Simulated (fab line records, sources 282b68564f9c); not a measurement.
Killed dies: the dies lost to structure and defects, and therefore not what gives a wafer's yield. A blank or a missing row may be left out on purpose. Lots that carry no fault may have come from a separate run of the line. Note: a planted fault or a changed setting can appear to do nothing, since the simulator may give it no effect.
Which of the tools did it? | flow rit_cmos | 41 wafers from 14 lots sampled at 5 of the route's 202 steps

## WHAT THE GAUGES SHOWED, per wafer
RIT_NWELL_OVL_MEAS_06.
lot  | measured    | on         | NWELL_OVL (nm)
L947 | day 1 21:16 | overlay-01 | -1.9 -0.5 -2.6
L948 | day 2 01:28 | overlay-02 | -1.1 -0.9 -0.2
L949 | day 2 06:17 | overlay-01 | -1.5 -1.9 -1.3
L950 | day 2 11:22 | overlay-02 | 0.1 -0.1 -0.3
L951 | day 2 17:35 | overlay-01 | -0.3 -1.4 -2.2
L952 | day 2 22:45 | overlay-01 | 0.8 -1.5 -1.8
L953 | day 3 04:14 | overlay-01 | -0.1 0.1 1.0
L957 | day 3 22:46 | overlay-02 | 1.8 2.9 1.6
L962 | day 4 23:26 | overlay-02 | 0.7 0.5
L964 | day 5 11:42 | overlay-02 | -2.4 -0.7 -0.2
L965 | day 5 14:30 | overlay-02 | -1.4 0.0 -1.6
L966 | day 5 19:16 | overlay-01 | 2.2 1.2 0.1
L968 | day 6 05:29 | overlay-01 | 1.4 1.5 -0.2
L969 | day 6 12:04 | overlay-01 | 0.4 -0.4 -1.1

RIT_PWELL_OVL_MEAS_06.
lot  | measured    | on         | PWELL_OVL (nm)
L947 | day 1 22:51 | overlay-02 | 2.1 1.0 0.2
L948 | day 2 03:02 | overlay-01 | 0.6 1.6 0.1
L949 | day 2 07:58 | overlay-01 | 0.8 0.5 0.7
L950 | day 2 12:55 | overlay-01 | -1.6 1.1 -0.1
L951 | day 2 19:15 | overlay-02 | 3.2 2.2 -0.2
L952 | day 3 00:26 | overlay-01 | -0.2 -0.7 -2.5
L953 | day 3 05:54 | overlay-01 | 3.1 0.2 0.1
L957 | day 4 00:19 | overlay-02 | 1.4 2.1 3.4
L962 | day 5 01:07 | overlay-01 | -0.3 1.8
L964 | day 5 13:15 | overlay-02 | -1.0 -0.8 -0.2
L965 | day 5 16:11 | overlay-02 | 0.6 0.4 1.0
L966 | day 5 20:56 | overlay-02 | 2.3 2.2 1.4
L968 | day 6 07:10 | overlay-02 | 3.1 3.3 1.7
L969 | day 6 13:37 | overlay-02 | 1.3 1.6 1.9

RIT_PSD_TW_MEAS_10.
lot  | measured    | on            | PSD_TW
L947 | day 3 02:22 | film_metro-04 | 3459 3478 3473
L948 | day 3 05:55 | film_metro-04 | 3462 3463 3452
L949 | day 3 11:34 | film_metro-01 | 3522 3519 3534
L950 | day 3 16:35 | film_metro-04 | 3468 3487 3465
L951 | day 3 22:35 | film_metro-04 | 3456 3470 3464
L952 | day 4 05:54 | film_metro-02 | 3404 3395 3393
L953 | day 4 07:53 | film_metro-02 | 3389 3397 3393
L957 | day 5 02:56 | film_metro-04 | 3474 3452 3463
L962 | day 6 03:11 | film_metro-01 | 3507 3516
L964 | day 6 16:39 | film_metro-02 | 3379 3365 3387
L965 | day 6 20:07 | film_metro-04 | 3445 3442 3449
L966 | day 6 23:27 | film_metro-04 | 3450 3430 3432
L968 | day 7 09:22 | film_metro-04 | 3422 3423 3426
L969 | day 7 16:35 | film_metro-01 | 3533 3526 3538

RIT_M1_CD_MEAS_90 targets a cd of 2600 nm.
lot  | measured    | on        | cd_nm (nm)
L947 | day 3 08:28 | cd_sem-01 | 2603.4 2605.6 2603.2
L948 | day 3 12:18 | cd_sem-01 | 2604.5 2597.6 2602.2
L949 | day 3 17:56 | cd_sem-01 | 2604.4 2607.4 2604.0
L950 | day 3 22:53 | cd_sem-01 | 2599.2 2599.3 2599.9
L951 | day 4 04:49 | cd_sem-01 | 2597.8 2602.0 2598.9
L952 | day 4 12:28 | cd_sem-01 | 2600.8 2601.3 2603.2
L953 | day 4 14:02 | cd_sem-01 | 2601.9 2600.0 2600.4
L957 | day 5 09:10 | cd_sem-01 | 2603.4 2598.3 2604.8
L962 | day 6 09:18 | cd_sem-01 | 2600.9 2594.7
L964 | day 6 22:45 | cd_sem-01 | 2590.9 2601.6 2601.4
L965 | day 7 02:19 | cd_sem-01 | 2599.9 2598.3 2601.2
L966 | day 7 05:44 | cd_sem-01 | 2604.7 2602.1 2606.6
L968 | day 7 15:37 | cd_sem-01 | 2599.9 2601.9 2603.8
L969 | day 7 22:45 | cd_sem-01 | 2606.5 2605.3 2604.5

## WHAT TOOL EACH LOT RAN ON (gives the tool, then ch and the chambers of the sampled wafers, and finally the start)
lot  | RIT_M1_METAL_ETCH_12
L947 | rie_metal-04 ch 0,1, day 3 07:57
L948 | rie_metal-02 ch 0,1, day 3 11:44
L949 | rie_metal-01 ch 0,1, day 3 17:26
L950 | rie_metal-04 ch 0,1, day 3 22:19
L951 | rie_metal-02 ch 0,1, day 4 04:18
L952 | rie_metal-01 ch 1, day 4 11:56
L953 | rie_metal-04 ch 0, day 4 13:26
L957 | rie_metal-02 ch 0,1, day 5 08:39
L962 | rie_metal-04 ch 0,1, day 6 08:48
L964 | rie_metal-04 ch 0,1, day 6 22:11
L965 | rie_metal-01 ch 0,1, day 7 01:46
L966 | rie_metal-02 ch 0,1, day 7 05:13
L968 | rie_metal-01 ch 0,1, day 7 15:07
L969 | rie_metal-02 ch 1, day 7 22:14
- RIT_M1_METAL_ETCH_12: etches Al in Cl2/BCl3, stops on SiO2, time 165 s, target depth 600 nm.

## AS READ BY THE TOOLS THEMSELVES (means over the sampled wafers that have a number; for cases with no such wafer, the mark the record gives instead)
RIT_M1_METAL_ETCH_12.
lot  | tool         | chamber_pressure_mTorr (mTorr) | drypump_motor_current_A (A) | mfc_cl2_sccm (sccm) | oes_product_au (a.u.) | rf_fwd_power_W (W) | throttle_valve_pct (%)
L947 | rie_metal-04 | 100.02                         | 5.2                         | 60.21               | 0.774                 | 248.7              | 8.40
L948 | rie_metal-02 | 100.15                         | 5.3                         | 60.09               | 0.753                 | 249.1              | 8.26
L949 | rie_metal-01 | 99.93                          | 6.4                         | 60.03               | 0.773                 | 248.1              | 8.31
L950 | rie_metal-04 | 99.98                          | 5.2                         | 59.95               | 0.771                 | 249.3              | 8.41
L951 | rie_metal-02 | 100.04                         | 5.3                         | 59.91               | 0.761                 | 248.5              | 8.26
L952 | rie_metal-01 | 99.90                          | 6.7                         | 59.93               | 0.767                 | 249.2              | 8.27
L953 | rie_metal-04 | 100.01                         | 5.3                         | 59.98               | 0.781                 | 249.5              | 8.45
L957 | rie_metal-02 | 100.04                         | 5.2                         | 60.05               | 0.765                 | 249.7              | 8.27
L962 | rie_metal-04 | 99.99                          | 5.2                         | 59.88               | 0.763                 | 263.0              | 8.38
L964 | rie_metal-04 | 99.98                          | 5.2                         | 60.01               | 0.770                 | 258.6              | 8.36
L965 | rie_metal-01 | 100.00                         | 6.4                         | 60.15               | 0.770                 | 249.1              | 8.30
L966 | rie_metal-02 | 99.96                          | 5.4                         | 60.11               | 0.757                 | 249.1              | 8.26
L968 | rie_metal-01 | 100.02                         | 6.6                         | 59.97               | 0.775                 | 249.1              | 8.29
L969 | rie_metal-02 | 100.02                         | 5.5                         | 60.15               | 0.756                 | 249.0              | 8.24

## THE ANSWER, worked out from the rows above alone
Rule: usual is defined by the lots themselves. The widest of any qualifying gaps counts: lots, ordered by their means at a reading, are off when they make up no more than a third of the lots, leave a main group of 4 or more, and stand apart from it by 3 or more times the standard deviation of that group's means. A main group is skipped when, at the precision printed for the reading in the tables above, its means are all equal. Also off: a lot with no number at a reading for which 4 or more lots have one. Where the step has rows for the other lots, those lots are counted as sound. Order of review: gauges by route order, followed by the tools' own readings, for which a lot's mean as printed above is used. At the first step where some lot is off, the reading lying furthest off is the one used; lots without a number count as furthest.
Off: L962, L964, at RIT_M1_METAL_ETCH_12 (rf_fwd_power_W). For the main group the mean is 249.0 W and the standard deviation 0.41.
If a tool, at that step or one of the process steps before it, ran each lot that is off and ran no sound lot following the first of them, it fits. One candidate fits, namely rie_metal-04 at RIT_M1_METAL_ETCH_12. Its last sound lot is L953 (day 4 13:26), its first lot that is off L962 (day 6 08:48): a fault that began between those two fits.
On the lots that are off, the tool's own readings at RIT_M1_METAL_ETCH_12 differ by more than 5 times the standard deviation of the sound lots' means, which bears it out; rf_fwd_power_W reads 260.8 W there versus 249.0 W on the sound lots.

## WHAT HAD BEEN PUT IN BY THE SIMULATOR
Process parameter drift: rie_metal-04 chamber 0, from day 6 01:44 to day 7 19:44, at RIT_M1_METAL_ETCH_12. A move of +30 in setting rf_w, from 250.
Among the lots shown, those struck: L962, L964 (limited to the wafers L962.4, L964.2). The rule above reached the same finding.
